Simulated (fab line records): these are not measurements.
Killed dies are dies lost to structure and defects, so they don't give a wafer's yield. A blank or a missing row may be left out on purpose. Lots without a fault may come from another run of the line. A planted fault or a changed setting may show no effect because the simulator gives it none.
Which of the tools did it? || flow berkeley-cmos170 || 7 lots with 21 wafers sampled at 2 steps, on a route of 331 steps

== WHAT THE GAUGES SHOWED, per wafer ==
UCB170_NWELL_THK_MEAS_05.
{"lot": "L692", "measured": "day 3 03:13", "on": "film-metro-01", "NWELL_NITRIDE_THK (nm)": "219.8 219.5 220.5"}
{"lot": "L693", "measured": "day 3 13:02", "on": "film-metro-04", "NWELL_NITRIDE_THK (nm)": "223.7 223.9 225.2"}
{"lot": "L697", "measured": "day 4 09:50", "on": "film-metro-02", "NWELL_NITRIDE_THK (nm)": "226.7 227.7 227.0"}
{"lot": "L702", "measured": "day 5 10:57", "on": "film-metro-04", "NWELL_NITRIDE_THK (nm)": "228.3 225.2 227.1"}
{"lot": "L705", "measured": "day 6 02:56", "on": "film-metro-02", "NWELL_NITRIDE_THK (nm)": "228.3 228.8 227.0"}
{"lot": "L707", "measured": "day 6 15:14", "on": "film-metro-04", "NWELL_NITRIDE_THK (nm)": "222.8 220.3 222.2"}
{"lot": "L711", "measured": "day 7 21:16", "on": "film-metro-04", "NWELL_NITRIDE_THK (nm)": "226.0 223.2 222.6"}

== WHAT TOOL EACH LOT RAN ON (gives the tool, then ch and the chambers of the sampled wafers, and finally the start) ==
{"lot": "L692", "UCB170_ZERO_ETCH_06": "rie-diel-04 ch 0,1,2, day 2 16:08"}
{"lot": "L693", "UCB170_ZERO_ETCH_06": "rie-diel-01 ch 0,3, day 2 22:14"}
{"lot": "L697", "UCB170_ZERO_ETCH_06": "rie-diel-01 ch 1,2,3, day 3 21:45"}
{"lot": "L702", "UCB170_ZERO_ETCH_06": "rie-diel-04 ch 2,3, day 4 20:04"}
{"lot": "L705", "UCB170_ZERO_ETCH_06": "rie-diel-03 ch 1,2,3, day 5 11:17"}
{"lot": "L707", "UCB170_ZERO_ETCH_06": "rie-diel-01 ch 2,3, day 5 17:46"}
{"lot": "L711", "UCB170_ZERO_ETCH_06": "rie-diel-04 ch 1,2,3, day 6 21:49"}
- UCB170_ZERO_ETCH_06: etches SiO2 in CHF3/CF4/Ar, time 12 s.

== THE ANSWER, worked out from the rows above alone ==
Rule: the lots themselves supply what counts as usual. The widest of any qualifying gaps counts: lots, ordered by their means at a reading, are off when they make up no more than a third of the lots, leave a main group of 4 or more, and stand apart from it by 3 or more times the standard deviation of that group's means. If all means in a main group match to the digits the tables above print for the reading, that group is not used. A lot without any number at a reading at which 4 lots or more have one is off too. Where the step has rows for the other lots, those lots are counted as sound.
Across all readings shown, no lot is off: no conclusion can be drawn from this.

== WHAT HAD BEEN PUT IN BY THE SIMULATOR ==
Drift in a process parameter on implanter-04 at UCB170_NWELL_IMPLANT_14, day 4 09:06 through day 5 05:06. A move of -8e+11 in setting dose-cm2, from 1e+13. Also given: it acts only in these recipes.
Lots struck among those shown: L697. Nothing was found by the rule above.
